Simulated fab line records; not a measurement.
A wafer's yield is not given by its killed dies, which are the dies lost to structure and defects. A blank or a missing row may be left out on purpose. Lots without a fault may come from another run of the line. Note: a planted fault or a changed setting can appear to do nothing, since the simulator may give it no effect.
Lot-split experiment	flow rit_cmos	23 wafers read from 5 lots, route of 202 steps

== ON THE SPLIT ==
At RIT_NWELL_IMPLANT_08, the setting dose_cm2 was moved away from the recipe's 5e+13 on 7 of the 23 wafers read, by -3.7% to +2.9%. For the rest of the wafers, this setting stayed at what the recipe calls for.

== FROM THE SPLIT TO THE READING: what the file shows between them, 8 steps ==
- RIT_PWELL_COAT_01: resist thk 1300 nm (also split here: resist_thk_nm)
- RIT_PWELL_SOFTBAKE_02: time 60 s
- RIT_PWELL_EXPOSE_03: exposes mask M3, target cd 43700 nm
- RIT_PWELL_DEVELOP_05: develop time 68 s
- RIT_PWELL_HARDBAKE_07: time 120 s
- RIT_PWELL_IMPLANT_08
- RIT_PWELL_STRIP_09: strips in O2, time 180 s
- RIT_WELLDRIVE_ANNEAL_00: time 14700 s

== THE READING ==
Measured at RIT_WELLDRIVE_RS_MEAS_01 by four-point probe: NWELL_RS, in ohm/sq. Typical for fault-free wafers on this fab line: 275.3 ohm/sq, with standard deviation 0.67 ohm/sq.

wafer	tool, chamber at the split	dose_cm2 as run	against the recipe	NWELL_RS, ohm/sq	against lot-mates on the recipe
L074.2	implanter-03, 0	5e+13	recipe	275.9	-
L074.3	implanter-03, 0	5.145e+13	+2.9%	270.8	-4.9
L074.4	implanter-03, 0	5.145e+13	+2.9%	270.1	-5.6
L074.5	implanter-03, 0	5.145e+13	+2.9%	270.2	-5.5
L074.6	implanter-03, 0	5e+13	recipe	275.5	-
L077.1	implanter-03, 0	5e+13	recipe	276.8	-
L077.2	implanter-03, 0	5e+13	recipe	276.7	-
L077.3	implanter-03, 0	5e+13	recipe	276.4	-
L077.5	implanter-03, 0	5e+13	recipe	277.0	-
L077.6	implanter-03, 0	5e+13	recipe	276.7	-
L079.1	implanter-03, 0	4.814e+13	-3.7%	282.5	+7.9
L079.2	implanter-03, 0	5e+13	recipe	275.0	-
L079.3	implanter-03, 0	4.814e+13	-3.7%	281.1	+6.5
L079.4	implanter-03, 0	5e+13	recipe	275.0	-
L079.6	implanter-03, 0	5e+13	recipe	273.9	-
L082.1	implanter-03, 0	5e+13	recipe	275.7	-
L082.3	implanter-03, 0	5e+13	recipe	275.2	-
L082.4	implanter-03, 0	5e+13	recipe	275.1	-
L085.1	implanter-03, 0	5e+13	recipe	274.9	-
L085.3	implanter-03, 0	5e+13	recipe	275.4	-
L085.4	implanter-03, 0	5.132e+13	+2.6%	271.4	-3.9
L085.5	implanter-03, 0	5.132e+13	+2.6%	270.5	-4.8
L085.6	implanter-03, 0	5e+13	recipe	275.5	-

THE FIT
A straight line over all 23 wafers: NWELL_RS changes by -1.74 ohm/sq for each +1% of dose_cm2; r = -0.97; the points scatter about the line by 0.79 ohm/sq.
The same after taking each lot's own level away (the mean of its wafers on the recipe; 23 wafers): -1.84 ohm/sq for each +1%; r = -0.99; scatter 0.43 ohm/sq.
On that fit, the largest move of dose_cm2 shifts the reading by 6.8 ohm/sq.
Across the lots, their own levels run from 274.63 to 276.72 ohm/sq, a range of 3.1 times the standard deviation given above.
Hence the lot-to-lot level has little effect on the slope; both slopes agree.
Check: for one of the wafers moved furthest among these (-3.7%), held out of the fit, the line's prediction against its lot-mates is +6.53 ohm/sq. Against them it came out at +7.87 ohm/sq.

== THESE WAFERS: OTHER SPLITS ==
Other splits were also applied to these wafers ahead of the reading. Each is held against what the fit with the lots' levels taken away leaves over:
other split on the same wafers	wafers away from the commonest value	r with NWELL_RS (lot level and that fit taken away)
RIT_ACTIVE_CVD_03 pressure_mtorr	10	-0.05
RIT_ACTIVE_EXPOSE_08 dose_mj	12	+0.17
RIT_ACTIVE_STRIP_14 pressure_mtorr	15	+0.18
RIT_FOX1_OXIDATION_00 ox_time_s	15	-0.05
RIT_PWELL_COAT_01 resist_thk_nm	8	+0.08

== THE FILE'S OWN FIT ==
NWELL_RS changes by -1.84 ohm/sq for each +1% of dose_cm2, r = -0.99.
